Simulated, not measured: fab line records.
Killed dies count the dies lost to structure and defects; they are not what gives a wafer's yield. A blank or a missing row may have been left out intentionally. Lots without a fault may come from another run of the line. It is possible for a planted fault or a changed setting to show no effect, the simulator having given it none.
Which tool is to blame? ; flow berkeleyCmos170 ; at 1 step of a route of 331, 7 lots with 21 wafers sampled

## WHAT THE GAUGES READ, wafer by wafer
UCB170_NWELL_THK_MEAS_05.
lot;measured;on;NWELL_NITRIDE_THK (nm)
L597;day 3 02:31;filmMetro-02;221.3 222.5 223.5
L599;day 3 08:16;filmMetro-01;222.0 224.0 222.2
L604;day 4 08:51;filmMetro-03;220.8 221.1 222.4
L606;day 5 05:16;filmMetro-03;223.2 224.6 223.3
L608;day 5 10:08;filmMetro-02;224.4 223.7 224.4
L615;day 6 12:00;filmMetro-03;221.6 222.9 223.9
L617;day 7 07:48;filmMetro-03;222.4 223.8 223.9

## WHICH TOOL RAN EACH LOT (tool, then ch and the chambers of the sampled wafers, then the start)
Before these readings, the record contains no process step.

## THE ANSWER, worked out from the rows above alone
Rule: the lots themselves supply what counts as usual. The widest of any qualifying gaps counts: lots, ordered by their means at a reading, are off when they make up no more than a third of the lots, leave a main group of 4 or more, and stand apart from it by 3 or more times the standard deviation of that group's means. A main group whose means are all the same, to the digits that the tables above print for the reading, isn't used. Also off: a lot with no number at a reading for which 4 or more lots have one. All remaining lots with rows at the step are treated as sound.
Across all readings shown, no lot is off: no conclusion can be drawn from this.

## WHAT WAS PUT IN BY THE SIMULATOR
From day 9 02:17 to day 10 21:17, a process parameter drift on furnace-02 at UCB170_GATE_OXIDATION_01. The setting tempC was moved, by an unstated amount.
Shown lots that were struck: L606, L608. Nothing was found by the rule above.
